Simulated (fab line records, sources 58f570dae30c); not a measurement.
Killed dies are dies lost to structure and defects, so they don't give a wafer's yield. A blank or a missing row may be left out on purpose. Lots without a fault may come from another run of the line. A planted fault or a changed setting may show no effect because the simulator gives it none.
A struck lot beside a sound one | flow berkeley_cmos170 | 15 steps out of a route of 331
Sound: wafers L582.2, L582.5, L582.6. Struck: wafers L592.3, L592.4, L592.5. The cause comes at the end.
At each step with rows: each side's tool, then ch and its chambers, then its first start. Under that, the readings that differ: sound wafers | struck wafers | difference of the means | sigmas: that difference in standard deviations of wafers without a fault.
alike: readings whose means differ by less than 2 such deviations, and words and numbers that are the same on both sides. not compared: withheld readings, readings that some wafer has no value for, bounds like >300 that may hide the same value, and numbers for which the record gives no deviation and whose values overlap.
The two part at a step that has a row with sigmas, a row that says differs or no value, or rows on one side only. Numbers that don't overlap but have no deviation are shown without sigmas and don't part them. A reading that every wafer of one side lacks parts them only if that side has two wafers or more.

UCB170_NVT_OVL_MEAS_06:
  sound on overlay-02, day 7 02:23; struck on overlay-01, day 9 14:42
  alike: NVT_OVL
then, 1 step without rows for these wafers: UCB170_NVT_IMPLANT_07.
UCB170_NVT_STRIP_08: strips in O2.
  sound on plasma_asher-03 ch 0,1, day 7 02:34; struck on plasma_asher-02 ch 0,1, day 9 14:55
  alike: drypump_motor_current_A, oes_product_au, strip_time_to_endpoint_s
  not compared: rf_hours_counter_h
UCB170_NVT_TW_MEAS_09:
  sound on film_metro-04, day 7 02:40; struck on film_metro-04, day 9 14:59
  alike: NVT_TW
then, 7 steps without rows for these wafers: UCB170_NVT_CLEAN_10 (cleans in SPM, time 600 s); UCB170_PVT_HMDS_00 (prime time 60 s); UCB170_PVT_COAT_01 (resist thk 900 nm); UCB170_PVT_SOFTBAKE_02 (time 60 s); UCB170_PVT_EXPOSE_03 (exposes mask NWELL, target cd 3000 nm); UCB170_PVT_PEB_04; UCB170_PVT_DEVELOP_05 (develop time 45 s).
UCB170_PVT_OVL_MEAS_06:
  sound on overlay-02, day 7 05:23; struck on overlay-01, day 9 16:11
  reading      | sound | struck      | difference | sigmas
  PVT_OVL (nm) | 4 7 7 | -10 -16 -17 | -20        | -3
UCB170_PVT_IMPLANT_07:
  sound on implanter-01 ch 0, day 7 05:26; struck on implanter-04 ch 0, day 9 16:16
  reading       | sound                       | struck                           | difference  | sigmas
  dose_ions_cm2 | 2.0006e+12 1.9962e+12 2e+12 | 1.9752e+12 1.9759e+12 1.9755e+12 | -2.3400e+10 | -12
UCB170_PVT_STRIP_08: strips in O2.
  sound on plasma_asher-04 ch 0,1, day 7 05:34; struck on plasma_asher-01 ch 0,1, day 9 16:23
  reading                     | sound       | struck      | difference | sigmas
  drypump_motor_current_A (A) | 5.1 5.4 5.1 | 5.8 6.1 6.1 | +0.8       | +2
  alike: oes_product_au, strip_time_to_endpoint_s
  not compared: rf_hours_counter_h
UCB170_M3_PROBE_99:
  the record has rows for the sound wafers here (prober-02, day 9 13:39) and none for the struck ones

WHERE THEY PART
First at UCB170_PVT_OVL_MEAS_06; last, within this record, at UCB170_M3_PROBE_99.

WHY: what the simulator had put in
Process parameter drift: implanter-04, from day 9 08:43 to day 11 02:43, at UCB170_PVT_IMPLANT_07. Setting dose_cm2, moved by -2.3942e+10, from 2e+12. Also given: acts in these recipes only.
